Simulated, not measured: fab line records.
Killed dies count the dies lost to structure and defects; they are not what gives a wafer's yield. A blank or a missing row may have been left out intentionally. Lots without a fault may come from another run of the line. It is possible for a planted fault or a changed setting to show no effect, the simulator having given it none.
A struck lot beside a sound one | flow rit_cmos | 17 out of 202 route steps
Sound: wafers L674.2, L674.3, L674.5. The struck wafers were L679.2, L679.3, L679.5. The cause is named last.
For every step that has rows: the tool of each side, followed by ch and its chambers, followed by its first start. Under that, the readings that differ: sound wafers | struck wafers | difference of the means | sigmas: that difference in standard deviations of wafers without a fault.
alike: readings with means less than 2 such deviations apart, plus words and numbers identical on both sides. not compared: withheld readings, readings lacking a value on some wafer, bounds such as >300 that could conceal the same value, and numbers that have no deviation in the record and whose values overlap.
A row with sigmas, a row that says differs or no value, or rows on one side alone: a step with any of these is where the two part. When numbers do not overlap yet have no deviation, they are printed without sigmas and do not part them. A reading that every wafer of one side lacks parts them only if that side has two wafers or more.

first, 1 step without rows for these wafers: RIT_PRETRO_DEVELOP_05 (develop time 68 s).
RIT_PRETRO_OVL_MEAS_06:
  sound on overlay-01 at day 2 17:19; struck on overlay-02 at day 3 14:41
  alike: PRETRO_OVL
then, 2 steps without rows for these wafers: RIT_PRETRO_HARDBAKE_07 (time 120 s); RIT_PRETRO_IMPLANT_08.
RIT_PRETRO_STRIP_09: strips in O2, time 180 s.
  sound on plasma_asher-01 ch 0,1, day 2 17:52; struck on plasma_asher-04 ch 0,1, day 3 15:07
  alike: drypump_motor_current_A
  not compared: rf_hours_counter_h
RIT_PRETRO_TW_MEAS_10:
  sound on film_metro-04 at day 2 18:04; struck on film_metro-03 at day 3 15:18
  alike: PRETRO_TW
then, 5 steps without rows for these wafers: RIT_GATE_WET_ETCH_00 (etches SiO2 in BOE, target depth 56 nm, time 60 s); RIT_GATE_CLEAN_01 (cleans in SC1, time 600 s); RIT_GATE_CLEAN_02 (cleans in dHF, time 30 s); RIT_GATE_CLEAN_03 (cleans in SC2, time 600 s); RIT_GATE_CLEAN_04 (cleans in dHF, time 60 s).
RIT_FOX2_THK_MEAS_91:
  sound on film_metro-04 at day 2 18:32; struck on film_metro-01 at day 3 15:48
  reading                     | sound       | struck      | difference | sigmas
  FIELD_OXIDE_LEFT_2_THK (nm) | 264 262 261 | 248 242 244 | -18        | -3
RIT_GATE_OXIDATION_05: target thk 3 nm, ox time 270 s.
  sound on furnace-01 ch 0, day 2 18:35; struck on furnace-01 ch 0, day 3 16:43
  reading                                     | sound                | struck              | difference | sigmas
  spike_tc_centre_C (C)                       | 900.7 902.1 901.4    | 887.0 889.4 888.0   | -13.3      | -14
  spike_tc_load_C (C)                         | 919.4 920.4 919.4    | 903.9 905.3 905.8   | -14.7      | -6
  spike_tc_source_C (C)                       | 921 921 921          | 908 905 906         | -15        | -5
  tube_center_temp_C (C)                      | 899.81 899.87 900.01 | 886.1 885.94 886.02 | -13.9      | -99 or more
  tube_center_temp_C_max                      | 902.3 902.3 902.3    | 888.0 887.9 888.5   | -14.2      | -39
  zone_power_load_pct (%)                     | 25.25 25.25 25.49    | 24.84 24.94 24.41   | -0.60      | -2
  model.SiO2_of_GATE_OXIDATION_05.thk_nm (nm) | 3.002 3.041 3.065    | 2.523 2.499 2.511   | -0.525     |
then, 1 step without rows for these wafers: RIT_GATE_ANNEAL_06 (time 600 s).
RIT_GATE_THK_MEAS_07:
  sound on film_metro-04 at day 2 19:55; struck on film_metro-03 at day 3 19:38
  reading             | sound          | struck         | difference | sigmas
  GATE_OXIDE_THK (nm) | 3.04 3.04 3.07 | 2.54 2.48 2.50 | -0.54      | -8
then, 1 step without rows for these wafers: RIT_GATE_CVD_08 (deposits poly-Si from SiH4, target thk 250 nm, time 2220 s).
RIT_M1_PROBE_99:
  sound on prober-01 at day 3 22:53; struck on prober-01 at day 4 20:32
  reading                             | sound             | struck            | difference | sigmas
  model.etest.pmos_0p3.r_on_ohm_um    | 6296 6445 6368    | 5447 5367 5336    | -986       |
  model.etest.pmos_turned.r_on_ohm_um | 3437 3514 3443    | 3068 3092 3009    | -408       |
  model.etest.pmos_0p15.r_on_ohm_um   | 2763 2860 2829    | 2424 2455 2420    | -384       |
  model.etest.nmos_0p3.r_on_ohm_um    | 2135 2180 2170    | 1954 1952 1922    | -219       |
  model.etest.nmos_0p15.drive_ua_um   | 468 456.9 459.1   | 541.7 529.2 537.8 | +74.9      |
  model.etest.nmos_0p15.r_on_ohm_um   | 1126 1144 1130    | 1035 1076 1020    | -90        |
  model.etest.nmos_narrow.drive_ua_um | 228.2 224.5 221.2 | 270.1 274 274     | +48.1      |
  model.etest.nmos_0p3.drive_ua_um    | 227.9 223.4 220.8 | 265.7 269.9 267   | +43.5      |
  alike: killed_at_contacts, killed_at_front_end, killed_dies, killed_open, killed_short

## WHERE THEY PART
Last at RIT_GATE_THK_MEAS_07 as far as this record goes, first at RIT_FOX2_THK_MEAS_91. Later steps at which nothing parts them and some readings are alike: RIT_M1_PROBE_99.

WHY: what had been put in by the simulator
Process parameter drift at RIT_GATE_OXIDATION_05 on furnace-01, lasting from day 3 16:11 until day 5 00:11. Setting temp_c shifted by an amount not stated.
